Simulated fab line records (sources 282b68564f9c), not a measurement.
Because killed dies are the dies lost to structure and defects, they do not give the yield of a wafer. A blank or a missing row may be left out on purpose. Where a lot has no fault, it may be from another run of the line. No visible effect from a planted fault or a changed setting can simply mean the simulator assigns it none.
Lot-split experiment / flow rit-cmos / 23 wafers read from 5 lots, route of 202 steps

## THE SPLIT
At RIT_NLDD_COAT_01 (resist thk 1000 nm), the setting resist-thk-nm was moved away from the recipe's 1000 nm on 8 of the 23 wafers read, by -4.9% to -2.2%. This setting was run at the recipe's value on the other wafers.

## FROM THE SPLIT TO THE READING: what the file shows between them, 3 steps
- RIT_NLDD_SOFTBAKE_02: time 60 s
- RIT_NLDD_EXPOSE_03: exposes mask M7, target cd 40700 nm
- RIT_NLDD_DEVELOP_05: develop time 50 s

## THE READING
NOVOLAK_of_NLDD_COAT_01.thk-nm (the simulator's own value, which no gauge read), in nm, at RIT_NLDD_HARDBAKE_07 (time 60 s). The file gives no usual value for it. Across the 15 wafers here that went through the recipe, the average is 885.8 nm and the standard deviation 2.6 nm.

wafer=L076.1; tool, chamber at the split=litho-track-03, 0; resist-thk-nm as run, nm=974.4; against the recipe=-2.6%; NOVOLAK_of_NLDD_COAT_01.thk-nm, nm=862.9; against lot-mates on the recipe=-22.9
wafer=L076.2; tool, chamber at the split=litho-track-03, 0; resist-thk-nm as run, nm=974.4; against the recipe=-2.6%; NOVOLAK_of_NLDD_COAT_01.thk-nm, nm=861.9; against lot-mates on the recipe=-23.9
wafer=L076.4; tool, chamber at the split=litho-track-03, 0; resist-thk-nm as run, nm=1000; against the recipe=recipe; NOVOLAK_of_NLDD_COAT_01.thk-nm, nm=885.3; against lot-mates on the recipe=-
wafer=L076.5; tool, chamber at the split=litho-track-03, 0; resist-thk-nm as run, nm=1000; against the recipe=recipe; NOVOLAK_of_NLDD_COAT_01.thk-nm, nm=886.2; against lot-mates on the recipe=-
wafer=L076.6; tool, chamber at the split=litho-track-03, 0; resist-thk-nm as run, nm=974.4; against the recipe=-2.6%; NOVOLAK_of_NLDD_COAT_01.thk-nm, nm=863.8; against lot-mates on the recipe=-22.0
wafer=L079.2; tool, chamber at the split=litho-track-03, 0; resist-thk-nm as run, nm=1000; against the recipe=recipe; NOVOLAK_of_NLDD_COAT_01.thk-nm, nm=887.7; against lot-mates on the recipe=-
wafer=L079.3; tool, chamber at the split=litho-track-03, 0; resist-thk-nm as run, nm=977.9; against the recipe=-2.2%; NOVOLAK_of_NLDD_COAT_01.thk-nm, nm=869.1; against lot-mates on the recipe=-19.2
wafer=L079.4; tool, chamber at the split=litho-track-03, 0; resist-thk-nm as run, nm=1000; against the recipe=recipe; NOVOLAK_of_NLDD_COAT_01.thk-nm, nm=888.3; against lot-mates on the recipe=-
wafer=L079.5; tool, chamber at the split=litho-track-03, 0; resist-thk-nm as run, nm=1000; against the recipe=recipe; NOVOLAK_of_NLDD_COAT_01.thk-nm, nm=889; against lot-mates on the recipe=-
wafer=L079.6; tool, chamber at the split=litho-track-03, 0; resist-thk-nm as run, nm=977.9; against the recipe=-2.2%; NOVOLAK_of_NLDD_COAT_01.thk-nm, nm=865.9; against lot-mates on the recipe=-22.4
wafer=L080.1; tool, chamber at the split=litho-track-03, 0; resist-thk-nm as run, nm=950.6; against the recipe=-4.9%; NOVOLAK_of_NLDD_COAT_01.thk-nm, nm=845.7; against lot-mates on the recipe=-44.1
wafer=L080.4; tool, chamber at the split=litho-track-03, 0; resist-thk-nm as run, nm=950.6; against the recipe=-4.9%; NOVOLAK_of_NLDD_COAT_01.thk-nm, nm=845.7; against lot-mates on the recipe=-44.1
wafer=L080.3; tool, chamber at the split=litho-track-03, 0; resist-thk-nm as run, nm=1000; against the recipe=recipe; NOVOLAK_of_NLDD_COAT_01.thk-nm, nm=890.5; against lot-mates on the recipe=-
wafer=L080.5; tool, chamber at the split=litho-track-03, 0; resist-thk-nm as run, nm=1000; against the recipe=recipe; NOVOLAK_of_NLDD_COAT_01.thk-nm, nm=889.1; against lot-mates on the recipe=-
wafer=L080.6; tool, chamber at the split=litho-track-03, 0; resist-thk-nm as run, nm=950.6; against the recipe=-4.9%; NOVOLAK_of_NLDD_COAT_01.thk-nm, nm=845; against lot-mates on the recipe=-44.8
wafer=L083.1; tool, chamber at the split=litho-track-03, 0; resist-thk-nm as run, nm=1000; against the recipe=recipe; NOVOLAK_of_NLDD_COAT_01.thk-nm, nm=883; against lot-mates on the recipe=-
wafer=L083.3; tool, chamber at the split=litho-track-03, 0; resist-thk-nm as run, nm=1000; against the recipe=recipe; NOVOLAK_of_NLDD_COAT_01.thk-nm, nm=884.2; against lot-mates on the recipe=-
wafer=L083.5; tool, chamber at the split=litho-track-03, 0; resist-thk-nm as run, nm=1000; against the recipe=recipe; NOVOLAK_of_NLDD_COAT_01.thk-nm, nm=887.5; against lot-mates on the recipe=-
wafer=L085.1; tool, chamber at the split=litho-track-04, 0; resist-thk-nm as run, nm=1000; against the recipe=recipe; NOVOLAK_of_NLDD_COAT_01.thk-nm, nm=883.6; against lot-mates on the recipe=-
wafer=L085.3; tool, chamber at the split=litho-track-04, 0; resist-thk-nm as run, nm=1000; against the recipe=recipe; NOVOLAK_of_NLDD_COAT_01.thk-nm, nm=883.6; against lot-mates on the recipe=-
wafer=L085.4; tool, chamber at the split=litho-track-04, 0; resist-thk-nm as run, nm=1000; against the recipe=recipe; NOVOLAK_of_NLDD_COAT_01.thk-nm, nm=883.6; against lot-mates on the recipe=-
wafer=L085.2; tool, chamber at the split=litho-track-04, 0; resist-thk-nm as run, nm=1000; against the recipe=recipe; NOVOLAK_of_NLDD_COAT_01.thk-nm, nm=882.4; against lot-mates on the recipe=-
wafer=L085.5; tool, chamber at the split=litho-track-04, 0; resist-thk-nm as run, nm=1000; against the recipe=recipe; NOVOLAK_of_NLDD_COAT_01.thk-nm, nm=883.5; against lot-mates on the recipe=-

FIT RESULTS
A straight line over all 23 wafers: NOVOLAK_of_NLDD_COAT_01.thk-nm changes by +8.3 nm for each +1% of resist-thk-nm; r = +0.99; the points scatter about the line by 2.3 nm.
The same after taking each lot's own level away (the mean of its wafers on the recipe; 23 wafers): +9 nm for each +1%; r = +1.00; scatter 1.1 nm.
On that fit, the largest move of resist-thk-nm shifts the reading by 44 nm.
Across the lots, their own levels run from 883.34 to 889.80 nm, a range of 2.5 times the standard deviation given above.
So the lot-to-lot level changes the slope little: the two slopes agree.
Check: -44.6 nm against its lot-mates is what the line predicts for one of the wafers moved furthest among these (-4.9%) when that wafer is left out of the fit. Against them it came out at -44.1 nm.

## ADDITIONAL SPLITS CARRIED BY THESE WAFERS
Other splits were also applied to these wafers ahead of the reading. Each is held against what the fit with the lots' levels taken away leaves over:
other split on the same wafers=RIT_ACTIVE_OXIDATION_01 ox-time-s; wafers away from the commonest value=15; r with NOVOLAK_of_NLDD_COAT_01.thk-nm (lot level and that fit taken away)=+0.14
other split on the same wafers=RIT_FOX2_OXIDATION_00 ox-time-s; wafers away from the commonest value=18; r with NOVOLAK_of_NLDD_COAT_01.thk-nm (lot level and that fit taken away)=-0.08
other split on the same wafers=RIT_NWELL_IMPLANT_08 energy-kev; wafers away from the commonest value=10; r with NOVOLAK_of_NLDD_COAT_01.thk-nm (lot level and that fit taken away)=+0.03
other split on the same wafers=RIT_PWELL_IMPLANT_08 dose-cm2; wafers away from the commonest value=7; r with NOVOLAK_of_NLDD_COAT_01.thk-nm (lot level and that fit taken away)=+0.07
other split on the same wafers=RIT_NRETRO_IMPLANT_08 dose-cm2; wafers away from the commonest value=5; r with NOVOLAK_of_NLDD_COAT_01.thk-nm (lot level and that fit taken away)=-0.01
other split on the same wafers=RIT_GATE_DEVELOP_15 dev-temp-c; wafers away from the commonest value=4; r with NOVOLAK_of_NLDD_COAT_01.thk-nm (lot level and that fit taken away)=-0.05

## THE WHOLE CHAIN: every reading that the file lists as answering this split, in the file's order
step=RIT_NLDD_COAT_01; what it does=resist thk 1000 nm; reading=NOVOLAK_of_NLDD_COAT_01.thk-nm (the simulator's own value, which no gauge read); change (the file's fit)=+10.3 nm for each +1% of the setting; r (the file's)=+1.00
step=RIT_NLDD_HARDBAKE_07; what it does=time 60 s; reading=NOVOLAK_of_NLDD_COAT_01.thk-nm (the simulator's own value, which no gauge read); change (the file's fit)=+9.03 nm for each +1% of the setting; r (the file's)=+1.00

## THE FILE'S OWN FIT
NOVOLAK_of_NLDD_COAT_01.thk-nm changes by +9.03 nm for each +1% of resist-thk-nm, r = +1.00.
